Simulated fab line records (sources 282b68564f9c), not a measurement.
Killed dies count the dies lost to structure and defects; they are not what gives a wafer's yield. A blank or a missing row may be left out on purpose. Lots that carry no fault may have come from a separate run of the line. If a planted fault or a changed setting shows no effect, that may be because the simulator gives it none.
fab line records | flow ritCmos
record: lots: 5 wafers: 15 lastDay: 6
route steps=202 shown REOX@99 NLDD@103 PLDD@114 SPACER@125 NSD@131 M1@202
lots that met no fault: from a run of the same line without faults
startH: the number of hours between the record's first day and the start of the first shown wafer of the lot | waitH: how many hours have passed since the lot's step before this one | " same as the row above | L1.1+2: a row that stands for several wafers | - either no value or no given start | * or withheld: withheld | < > ~ a bound
route shown NAME@n: a module of which the file shows steps, and the number in the route of the first | usual: mean/standard deviation of fault-free wafers | same: alike in all rows | chamber/n: place in a boat | sites: the reading at each site | _std_site: standard deviation across them | _edge_site: outer sites' mean less inner sites' | radiusMm: how far each site lies from the wafer's centre | mask NAME#n: copy n | behind: the last tool/chamber to shape the wafer | hold: reason for holding the lot/hours on hold/outcome of the hold | device: whichever transistor did not switch (one of n, p or np) | end of line: at the end of the route, the tests of the same wafers | step lacking rows: just its recipe | killed: count of dies lost to structure and defects at first sort (not the wafer's yield) | map: per-die view of a wafer (x killed, . not killed, _ where there is no die)
set.NAME: the setting the step ran with; set.NAME@STEP: the setting that earlier step ran with | model.NAME: the simulator's own value behind a step, which no gauge read
a table for each step, a row for each wafer; lots at some steps of the route
services: the hour from which a tool's chamber was out of use, counted from the record's first day as startH (under 0 if before that day), plus the number of hours and why
== steps ==
step: RIT_REOX_CLEAN_01
recipe: chemistry: dHF dilution: 50:1 timeS: 30
step: RIT_REOX_CLEAN_02
recipe: chemistry: SC2 mix: 3:3:50 timeS: 600 tempC: 75 dry: n2Spin
step: RIT_REOX_OXIDATION_03
recipe: tempC: 900 ambient: O2 targetThkA: 252 oxTimeS: 5580
step: RIT_REOX_THK_MEAS_04
recipe: reads: SiO2_of_REOX_OXIDATION_03
usual: REOX_OXIDE_THK: 25.3/0.49
columns lot.wafer tool chamber startH waitH REOX_OXIDE_THK[nm]
L970.3 filmMetro-03 - 47.14 0.0 26.0
L970.4 " - " " 25.8
L970.6 " - " " 25.4
L972.2 filmMetro-03 - 58.00 0.0 25.9
L972.3 " - " " 26.4
L972.6 " - " " 25.8
L984.3 filmMetro-01 - 118.63 0.0 24.5
L984.4 " - " " 24.4
L984.6 " - " " 24.6
L986.2 filmMetro-01 - 126.79 0.0 26.0
L986.5 " - " " 26.2
L986.6 " - " " 26.2
L987.2 filmMetro-03 - 130.65 0.0 25.6
L987.3 " - " " 25.2
L987.4 " - " " 25.2
step: RIT_NLDD_HMDS_00
recipe: primeTimeS: 60 primeTempC: 140
step: RIT_NLDD_COAT_01
recipe: resist: NOVOLAK spinRpm: 3250 resistThkNm: 1000
step: RIT_NLDD_SOFTBAKE_02
recipe: resist: NOVOLAK tempC: 90 timeS: 60
step: RIT_NLDD_EXPOSE_03
recipe: maskId: M7 na: 0.57 targetCdNm: 40700 doseMj: 250
step: RIT_NLDD_PEB_04
recipe: resist: NOVOLAK tempC: withheld timeS: withheld
step: RIT_NLDD_DEVELOP_05
recipe: resist: NOVOLAK developTimeS: 50 devTempC: 23
step: RIT_NLDD_OVL_MEAS_06
usual: NLDD_OVL: 0.3/1.1
columns lot.wafer tool chamber startH waitH NLDD_OVL[nm]
L970.3 overlay-01 - 48.17 - 0.3
L970.4 " - " " -1.4
L970.6 " - " " 0.0
L972.2 overlay-01 - 58.90 - 2.0
L972.3 " - " " 1.7
L972.6 " - " " -0.1
L984.3 overlay-02 - 119.78 - 1.7
L984.4 " - " " 0.6
L984.6 " - " " -1.0
L986.2 overlay-01 - 127.82 - 0.7
L986.5 " - " " 0.5
L986.6 " - " " -1.3
L987.2 overlay-01 - 131.56 - -0.8
L987.3 " - " " -1.2
L987.4 " - " " 1.7
step: RIT_NLDD_HARDBAKE_07
recipe: resist: NOVOLAK tempC: 139.5 timeS: 60
step: RIT_NLDD_IMPLANT_08
recipe: species: P energyKev: 20 doseCm2: 5e+14 tiltDeg: 7
usual: beamEnergyKeV: 20.000/0.0061 doseIonsCm2: 5e+14/4.9e+11
columns lot.wafer tool chamber startH waitH beamEnergyKeV doseIonsCm2
L970.3 implanter-04 0 48.40 0.1 20.000 5.002e+14
L970.4 " 0 " " 20.001 4.997e+14
L970.6 " 0 " " 19.997 4.998e+14
L972.2 implanter-01 0 59.11 0.1 19.993 5.002e+14
L972.3 " 0 " " 19.987 5.003e+14
L972.6 " 0 " " 19.993 4.993e+14
L984.3 implanter-04 0 120.00 0.1 20.006 4.994e+14
L984.4 " 0 " " 20.006 5.001e+14
L984.6 " 0 " " 19.994 4.996e+14
L986.2 implanter-01 0 128.02 0.1 20.003 5.004e+14
L986.5 " 0 " " 20.002 5.006e+14
L986.6 " 0 " " 20.006 5.004e+14
L987.2 implanter-02 0 131.76 0.1 20.002 5.003e+14
L987.3 " 0 " " 20.005 5.001e+14
L987.4 " 0 " " 20.008 5.003e+14
step: RIT_NLDD_STRIP_09
recipe: chemistry: O2 timeS: 180 resist: NOVOLAK platenTempC: withheld powerW: 500 pressureMtorr: 4000 o2FlowSccm: 4000
usual: drypumpMotorCurrentA: 5.4/0.36
columns lot.wafer tool chamber startH waitH drypumpMotorCurrentA rfHoursCounterH
L970.3 plasmaAsher-01 1 48.56 0.1 5.7 -
L970.4 " 0 " " 5.2 -
L970.6 " 1 " " 5.7 -
L972.2 plasmaAsher-04 1 59.23 0.1 4.9 42
L972.3 " 1 " " 4.9 -
L972.6 " 1 " " 4.9 -
L984.3 plasmaAsher-04 0 120.16 0.1 5.4 -
L984.4 " 1 " " 4.9 -
L984.6 " 0 " " 5.4 -
L986.2 plasmaAsher-04 1 128.15 0.1 4.9 51
L986.5 " 0 " " 5.4 -
L986.6 " 1 " " 4.9 -
L987.2 plasmaAsher-01 0 131.89 0.1 5.2 36
L987.3 " 1 " " 5.7 -
L987.4 " 0 " " 5.2 -
step: RIT_NLDD_TW_MEAS_10
usual: NLDD_TW: 2457/16
columns lot.wafer tool chamber startH waitH NLDD_TW
L970.3 filmMetro-02 - 48.69 0.1 2492
L970.4 " - " " 2475
L970.6 " - " " 2486
L972.2 filmMetro-03 - 59.42 0.1 2448
L972.3 " - " " 2440
L972.6 " - " " 2435
L984.3 filmMetro-04 - 120.30 0.1 2446
L984.4 " - " " 2438
L984.6 " - " " 2455
L986.2 filmMetro-02 - 128.33 0.1 2476
L986.5 " - " " 2466
L986.6 " - " " 2474
L987.2 filmMetro-03 - 132.07 0.1 2447
L987.3 " - " " 2451
L987.4 " - " " 2434
step: RIT_PLDD_HMDS_00
recipe: primeTimeS: 60 primeTempC: 140
step: RIT_PLDD_COAT_01
recipe: resist: NOVOLAK spinRpm: 3250 resistThkNm: 1000
step: RIT_PLDD_SOFTBAKE_02
recipe: resist: NOVOLAK tempC: 90 timeS: 60
step: RIT_PLDD_EXPOSE_03
recipe: maskId: M8 na: 0.57 targetCdNm: 40900 doseMj: 250
step: RIT_PLDD_PEB_04
recipe: resist: NOVOLAK tempC: withheld timeS: withheld
step: RIT_PLDD_DEVELOP_05
recipe: resist: NOVOLAK developTimeS: 50 devTempC: 23
step: RIT_PLDD_OVL_MEAS_06
usual: PLDD_OVL: 1.1/1.4
columns lot.wafer tool chamber startH waitH PLDD_OVL[nm]
L970.3 overlay-02 - 49.62 - 1.8
L970.4 " - " " 2.8
L970.6 " - " " 1.4
L972.2 overlay-01 - 60.32 - 1.9
L972.3 " - " " 2.8
L972.6 " - " " -0.5
L984.3 overlay-01 - 121.20 - -0.1
L984.4 " - " " -0.2
L984.6 " - " " 0.6
L986.2 overlay-02 - 129.24 - 1.2
L986.5 " - " " 1.1
L986.6 " - " " 0.6
L987.2 overlay-01 - 133.12 - -0.8
L987.3 " - " " -0.5
L987.4 " - " " -0.6
step: RIT_PLDD_HARDBAKE_07
recipe: resist: NOVOLAK tempC: 140 timeS: 60
step: RIT_PLDD_IMPLANT_08
recipe: species: BF2 energyKev: 20 doseCm2: 9e+14 tiltDeg: 7
step: RIT_PLDD_STRIP_09
recipe: chemistry: O2 timeS: 180 resist: NOVOLAK platenTempC: withheld powerW: 500 pressureMtorr: 4000 o2FlowSccm: 4000
usual: drypumpMotorCurrentA: 5.7/0.58
columns lot.wafer tool chamber startH waitH drypumpMotorCurrentA rfHoursCounterH
L970.3 plasmaAsher-03 0 50.01 0.1 6.4 -
L970.4 " 1 " " 6.7 -
L970.6 " 1 " " 6.7 -
L972.2 plasmaAsher-02 0 60.65 0.1 5.8 41
L972.3 " 0 " " 5.8 -
L972.6 " 0 " " 5.8 -
L984.3 plasmaAsher-02 0 121.58 0.1 5.8 -
L984.4 " 1 " " 5.7 -
L984.6 " 0 " " 5.8 -
L986.2 plasmaAsher-02 0 129.57 0.1 5.8 1
L986.5 " 0 " " 5.8 -
L986.6 " 1 " " 5.7 -
L987.2 plasmaAsher-03 0 133.45 0.1 6.4 46
L987.3 " 1 " " 6.7 -
L987.4 " 0 " " 6.4 -
step: RIT_PLDD_TW_MEAS_10
usual: PLDD_TW: 2312/14
columns lot.wafer tool chamber startH waitH PLDD_TW
L970.3 filmMetro-04 - 50.15 0.1 2310
L970.4 " - " " 2318
L970.6 " - " " 2314
L972.2 filmMetro-04 - 60.84 0.1 2317
L972.3 " - " " 2296
L972.6 " - " " 2307
L984.3 filmMetro-03 - 121.72 0.1 2304
L984.4 " - " " 2297
L984.6 " - " " 2288
L986.2 filmMetro-04 - 129.75 0.1 2313
L986.5 " - " " 2295
L986.6 " - " " 2303
L987.2 filmMetro-03 - 133.63 0.1 2301
L987.3 " - " " 2281
L987.4 " - " " 2296
step: RIT_SPACER_CLEAN_00
recipe: chemistry: SC1 mix: 3:3:50 timeS: 600 tempC: 75
step: RIT_SPACER_CLEAN_01
recipe: chemistry: dHF dilution: 50:1 timeS: 28.53
step: RIT_SPACER_CLEAN_02
recipe: chemistry: SC2 mix: 3:3:50 timeS: 600 tempC: 75 dry: n2Spin
step: RIT_SPACER_CVD_03
recipe: material: Si3N4 targetThkNm: 250 tempC: 810 precursor: SiH2Cl2/NH3 timeS: 3300 pressureMtorr: 300 sih2cl2FlowSccm: 60 nh3FlowSccm: 150
step: RIT_SPACER_THK_MEAS_04
recipe: reads: Si3N4_of_SPACER_CVD_03
usual: SPACER_NITRIDE_THK: 249.2/2.5
columns lot.wafer tool chamber startH waitH SPACER_NITRIDE_THK[nm]
L970.3 filmMetro-02 - 53.45 0.0 255.3
L970.4 " - " " 256.4
L970.6 " - " " 254.7
L972.2 filmMetro-01 - 64.14 0.0 247.5
L972.3 " - " " 248.2
L972.6 " - " " 246.2
L984.3 filmMetro-02 - 125.02 0.0 249.6
L984.4 " - " " 250.0
L984.6 " - " " 249.9
L986.2 filmMetro-01 - 132.11 0.0 249.2
L986.5 " - " " 246.3
L986.6 " - " " 246.0
L987.2 filmMetro-01 - 136.01 0.0 251.8
L987.3 " - " " 247.5
L987.4 " - " " 250.4
step: RIT_SPACER_ETCHBACK_05
recipe: targetDepthA: 2500 SF6_flow_sccm: 30 CHF3_flow_sccm: 30 target: Si3N4 chemistry: SF6/CHF3 pressureMtorr: 40 rfW: 250 timeS: 240 stopOn: SiO2
usual: drypumpMotorCurrentA: 5.7/0.4 oesProductAu: 0.842/0.013 throttleValvePct: 10.32/0.14
columns lot.wafer tool chamber startH waitH drypumpMotorCurrentA oesProductAu rfHoursCounterH throttleValvePct
L970.3 rieDiel-02 3 53.49 0.0 6.2 0.864 14 10.27
L970.4 " 2 " " 5.6 0.862 - 10.39
L970.6 " 3 " " 6.3 0.865 - 10.27
L972.2 rieDiel-04 2 64.19 0.0 6.0 0.848 36 10.25
L972.3 " 3 " " 4.9 0.834 111 10.17
L972.6 " 1 " " 5.9 0.833 - 10.06
L984.3 rieDiel-04 0 125.14 0.1 5.8 0.831 - 10.49
L984.4 " 3 " " 4.9 0.831 - 10.18
L984.6 " 0 " " 5.7 0.832 - 10.49
L986.2 rieDiel-04 3 132.16 0.0 4.9 0.839 112 10.18
L986.5 " 3 " " 4.9 0.833 - 10.17
L986.6 " 2 " " 6.0 0.841 - 10.24
L987.2 rieDiel-04 3 136.06 0.0 4.9 0.847 112 10.17
L987.3 " 2 " " 6.0 0.844 38 10.24
L987.4 " 2 " " 6.0 0.853 - 10.23
step: RIT_NSD_HMDS_00
recipe: primeTimeS: 60 primeTempC: 140
step: RIT_NSD_COAT_01
recipe: resist: NOVOLAK spinRpm: 3250 resistThkNm: 1000
step: RIT_NSD_SOFTBAKE_02
recipe: resist: NOVOLAK tempC: 90 timeS: 60
step: RIT_NSD_EXPOSE_03
recipe: maskId: M9 na: 0.57 targetCdNm: 40700 doseMj: 250
step: RIT_NSD_PEB_04
recipe: resist: NOVOLAK tempC: withheld timeS: withheld
step: RIT_NSD_DEVELOP_05
recipe: resist: NOVOLAK developTimeS: 50 devTempC: 23
step: RIT_NSD_OVL_MEAS_06
usual: NSD_OVL: -1.4/1.3
columns lot.wafer tool chamber startH waitH NSD_OVL[nm]
L970.3 overlay-02 - 54.50 - -2.8
L970.4 " - " " -3.5
L970.6 " - " " -3.2
L972.2 overlay-02 - 65.36 - -2.1
L972.3 " - " " -0.1
L972.6 " - " " -1.7
L984.3 overlay-02 - 126.15 - -2.7
L984.4 " - " " 0.6
L984.6 " - " " -1.3
L986.2 overlay-02 - 133.27 - 0.0
L986.5 " - " " 0.3
L986.6 " - " " -0.4
L987.2 overlay-01 - 137.34 - -3.2
L987.3 " - " " -2.5
L987.4 " - " " -2.8
step: RIT_NSD_HARDBAKE_07
recipe: resist: NOVOLAK tempC: 140 timeS: 60
step: RIT_NSD_IMPLANT_08
recipe: species: P energyKev: 25 doseCm2: 1e+15 tiltDeg: 7
step: RIT_NSD_STRIP_09
recipe: chemistry: O2 timeS: 180 resist: NOVOLAK platenTempC: withheld powerW: 514.7 pressureMtorr: 4000 o2FlowSccm: 4000
usual: drypumpMotorCurrentA: 5.9/0.47
columns lot.wafer tool chamber startH waitH drypumpMotorCurrentA rfHoursCounterH
L970.3 plasmaAsher-01 1 54.88 0.1 5.7 -
L970.4 " 0 " " 5.2 -
L970.6 " 0 " " 5.2 -
L972.2 plasmaAsher-02 0 65.69 0.1 5.8 42
L972.3 " 1 " " 5.7 -
L972.6 " 0 " " 5.8 -
L984.3 plasmaAsher-03 1 126.53 0.1 6.7 -
L984.4 " 0 " " 6.4 -
L984.6 " 0 " " 6.4 -
L986.2 plasmaAsher-02 0 133.60 0.1 5.8 2
L986.5 " 1 " " 5.7 -
L986.6 " 0 " " 5.8 -
L987.2 plasmaAsher-01 1 137.67 0.1 5.7 36
L987.3 " 1 " " 5.7 -
L987.4 " 0 " " 5.2 -
step: RIT_M1_PROBE_99
usual: killedAtFrontEnd: 7/3.1 killedDies: 7/3.1 killedOpen: 3.5/2.1 killedShort: 3.5/2
same: grossDies: 264 killed_at_M0_to_M3: 0 killed_at_M4_up: 0 killedAtBackSide: 0 killedAtContacts: 0 killedAtOther: 0
columns lot.wafer tool chamber startH waitH killedAtFrontEnd killedDies killedOpen killedShort model.etest.nldd.rsOhmSqRange
L970.3 prober-02 - 64.39 0.2 7 7 3 4 16.03
L970.4 prober-02 - 64.44 0.2 14 14 8 6 7.344
L970.6 prober-02 - 64.54 0.2 5 5 3 2 13.05
L972.2 prober-02 - 75.36 0.1 9 9 6 3 15.45
L972.3 prober-02 - 75.41 0.2 12 12 4 8 8.553
L972.6 prober-02 - 75.56 0.2 6 6 2 4 9.65
L984.3 prober-02 - 136.53 0.2 10 10 7 3 29.91
L984.4 prober-02 - 136.58 0.2 13 13 6 7 29.5
L984.6 prober-02 - 136.68 0.2 12 12 3 9 23.29
L986.2 prober-02 - 143.72 0.1 4 4 4 0 5.895
L986.5 prober-02 - 143.87 0.2 6 6 2 4 9.224
L986.6 prober-02 - 143.92 0.2 3 3 1 2 10.34
L987.2 prober-01 - 147.26 0.1 14 14 9 5 13.26
L987.3 prober-01 - 147.31 0.2 8 8 6 2 4.501
L987.4 prober-01 - 147.36 0.2 9 9 4 5 6.85
killed by level:class
L970.3 FOX1:geometricParticle:open=2 REOX:geometricParticle:short=2 FOX2:geometricParticle:short=1 GATE:geometricParticle:short=1 SPACER:geometricParticle:open=1
L970.4 FOX1:geometricParticle:open=3 GATE:geometricParticle:open=3 SPACER:geometricParticle:short=3 FOX1:geometricParticle:short=2 GATE:geometricParticle:short=1 REOX:geometricParticle:open=1 SPACER:geometricParticle:open=1
L970.6 FOX1:geometricParticle:short=1 GATE:geometricParticle:open=1 REOX:geometricParticle:short=1 REOX:geometricParticle:open=1 SPACER:geometricParticle:open=1
L972.2 GATE:geometricParticle:short=2 REOX:geometricParticle:open=2 FOX1:geometricParticle:open=1 GATE:geometricParticle:open=1 REOX:geometricParticle:short=1 SPACER:geometricParticle:open=1 SILICIDE:geometricParticle:open=1
L972.3 GATE:geometricParticle:short=5 GATE:geometricParticle:open=3 FOX2:geometricParticle:short=1 REOX:geometricParticle:open=1 SPACER:geometricParticle:short=1 SILICIDE:geometricParticle:short=1
L972.6 FOX2:geometricParticle:open=2 SPACER:geometricParticle:short=2 FOX1:geometricParticle:short=1 GATE:geometricParticle:short=1
L984.3 GATE:geometricParticle:open=2 REOX:geometricParticle:open=2 SILICIDE:geometricParticle:open=2 FOX1:geometricParticle:short=1 FOX2:geometricParticle:open=1 GATE:geometricParticle:short=1 REOX:geometricParticle:short=1
L984.4 FOX1:geometricParticle:open=5 FOX1:geometricParticle:short=3 SPACER:geometricParticle:short=2 GATE:geometricParticle:open=1 GATE:geometricParticle:short=1 SILICIDE:geometricParticle:short=1
L984.6 FOX1:geometricParticle:short=3 GATE:geometricParticle:short=3 ACTIVE:geometricParticle:short=1 FOX1:geometricParticle:open=1 GATE:geometricParticle:open=1 SPACER:geometricParticle:short=1 SILICIDE:geometricParticle:open=1 SILICIDE:geometricParticle:short=1
L986.2 FOX2:geometricParticle:open=1 GATE:geometricParticle:open=1 SPACER:geometricParticle:open=1 SILICIDE:geometricParticle:open=1
L986.5 FOX1:geometricParticle:short=1 FOX2:geometricParticle:short=1 GATE:geometricParticle:short=1 REOX:geometricParticle:short=1 REOX:geometricParticle:open=1 SILICIDE:geometricParticle:open=1
L986.6 FOX2:geometricParticle:short=1 SPACER:geometricParticle:short=1 SILICIDE:geometricParticle:open=1
L987.2 SPACER:geometricParticle:open=4 GATE:geometricParticle:open=2 SILICIDE:geometricParticle:open=2 FOX1:geometricParticle:short=1 FOX2:geometricParticle:short=1 FOX2:geometricParticle:open=1 GATE:geometricParticle:short=1 SPACER:geometricParticle:short=1
L987.3 SILICIDE:geometricParticle:open=4 SPACER:geometricParticle:open=2 FOX2:geometricParticle:short=1 SPACER:geometricParticle:short=1
L987.4 FOX2:geometricParticle:open=2 GATE:geometricParticle:short=2 SILICIDE:geometricParticle:short=2 GATE:geometricParticle:open=1 REOX:geometricParticle:short=1 SILICIDE:geometricParticle:open=1
== services ==
columns tool chamber startH hours kind
plasmaAsher-02 - 27.74 2.8 pm
plasmaAsher-04 - 31.89 3.0 repair
rieDiel-02 1 39.79 25.5 repair
implanter-02 - 57.12 3.5 repair
plasmaAsher-04 - 68.29 2.8 pm
implanter-02 - 80.04 1.5 repair
implanter-04 - 85.60 4.5 pm
plasmaAsher-02 - 91.14 0.5 repair
plasmaAsher-03 - 93.48 28.1 pm
plasmaAsher-02 - 104.86 3.3 repair
plasmaAsher-02 - 105.39 0.4 repair
plasmaAsher-02 - 108.81 9.0 pm
plasmaAsher-02 0 108.81 9.0 ventCycle
plasmaAsher-02 1 108.81 9.0 ventCycle
plasmaAsher-02 0 117.81 - clean
plasmaAsher-02 1 117.81 - clean
rieDiel-04 1 117.84 48.6 repair
rieDiel-04 2 117.98 7.4 repair
rieDiel-04 2 125.64 3.9 repair
== key ==
firstSign none at tools or gauges
modelEffect: step: RIT_M1_PROBE_99 value: etest.nldd.rsOhmSqRange without: 9.69 struck: 27.57
metAt RIT_NLDD_IMPLANT_08
struckWafers L984.3,L984.4,L984.6
testerLeftOut L984
onsetBetween 48.40 120.00
alsoFits RIT_NSD_STRIP_09:plasmaAsher-03
fault: kind: processParameterDrift tool: implanter-04 chamber: - onsetH: 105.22 steps: RIT_NLDD_IMPLANT_08 channel: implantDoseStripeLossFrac offset: 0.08 shape: step endH: 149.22
testerLeftOut: of these lots the tester's yield and bins aren't shown, on N5 and GAA mostly nor the transistor test; their killed dies are dies lost to structure and defects alone, not to doping, threshold or leakage, so they don't give the yield
